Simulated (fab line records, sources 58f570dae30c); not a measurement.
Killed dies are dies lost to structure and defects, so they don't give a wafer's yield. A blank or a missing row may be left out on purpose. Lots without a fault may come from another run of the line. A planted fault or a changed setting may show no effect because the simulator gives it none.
Problem report in the 8D (eight disciplines) form, filled by code | flow berkeley_cmos170 | the parts of the form that need people (team, actions taken, sign-off) are left out

1. THE PROBLEM
V1_TEOS_THK at UCB170_V1_THK_MEAS_01 reads a mean of 1826 nm on 1 wafer of 1 lot; wafers without a fault read 2013 nm with a standard deviation of 32. That is -5.8 standard deviations from the usual mean.
First seen on wafer L906.6, day 9 17:50, on film_metro-02. The record holds 39 wafers of 13 lots with a number at this step. Rule for "out", or "out of limits": more than 4 standard deviations from the usual mean. The other wafers with a number count as sound.

2. WHAT IT IS AND WHAT IT IS NOT
question                    | is               | is not
which readings at this step | V1_TEOS_THK      | -
which lots                  | L906             | L897, L898, L899, L900, L901, L902, L909, L912, L913, L914, L918, L919
which wafers of those lots  | L906.6           | L906.1, L906.5
read on which gauges        | film_metro-02    | film_metro-01, film_metro-03
when                        | from day 9 17:50 | up to then (23 sound wafers); but 15 sound wafers of L912, L913, L914, L918, L919 came after

3. SUSPECTS, AND WHAT RULES EACH OUT
Counting: a tool at a process step up to the reading stays a suspect if it ran every lot that is out. Sound lots after the first of them don't rule it out here, since some wafers of a struck lot are sound.
- the gauge at UCB170_V1_THK_MEAS_01: kept. All the wafers that are out were read on film_metro-02, and no step on other tools shows them out.
- plasma_asher-04 at UCB170_CONTACT_STRIP_06 (strips in O2): kept. It ran the lot that is out, L906 (day 9 09:48); its last sound lot up to then is L898 (day 7 15:19).
- pecvd-01 at UCB170_V1_CVD_00 (deposits SiO2 from TEOS/O2, target thk 2000 nm, time 250 s): kept. It ran the lot that is out, L906 (day 9 17:41); its last sound lot up to then is L901 (day 8 22:20).
- Within pecvd-01 at UCB170_V1_CVD_00: the wafers that are out ran in chamber 0; their sound lot-mates ran in chambers 1, 2.
Left after counting: plasma_asher-04 at UCB170_CONTACT_STRIP_06, pecvd-01 at UCB170_V1_CVD_00, film_metro-02 at UCB170_V1_THK_MEAS_01.

4. THE CAUSE (what the simulator had put in)
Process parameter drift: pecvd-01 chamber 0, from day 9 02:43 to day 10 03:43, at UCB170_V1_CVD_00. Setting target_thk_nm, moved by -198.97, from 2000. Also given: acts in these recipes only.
Counting left 3 suspects, and this tool is among them.

5. THE CHAIN OF EFFECTS, in route order
Each row: a reading whose mean over the struck wafers that have a number lies more than 3 standard deviations from the usual. Only readings for which the record gives a usual standard deviation are gone through. hours: the time from each lot's start at the first step in this table that gives one to its start at this step, as a median over the lots. sigmas: the change in usual standard deviations.
hours | step                  | reading     | usual   | on struck wafers | change | sigmas
0     | UCB170_V1_THK_MEAS_01 | V1_TEOS_THK | 2013 nm | 1826             | -187   | -5.8
Later measuring or inspecting steps at which every struck wafer that the step has a row for has a number for every such reading, and none has moved that far: UCB170_V1_CD_MEAS_12.

6. WHAT WOULD HAVE CAUGHT IT SOONER
In this record the first reading out of limits at a measuring or inspecting step was taken at day 9 17:50, 15 hours after the fault began at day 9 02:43.
Of the tool readings at UCB170_V1_CVD_00 for which the record gives a usual standard deviation, none was out on any struck wafer, so an alarm limit of 4 standard deviations on them would not have fired.
All the lots that are out (1) had begun UCB170_V1_CVD_00 on pecvd-01 by day 9 17:50. A hold on the tool at that time would have spared none of them.
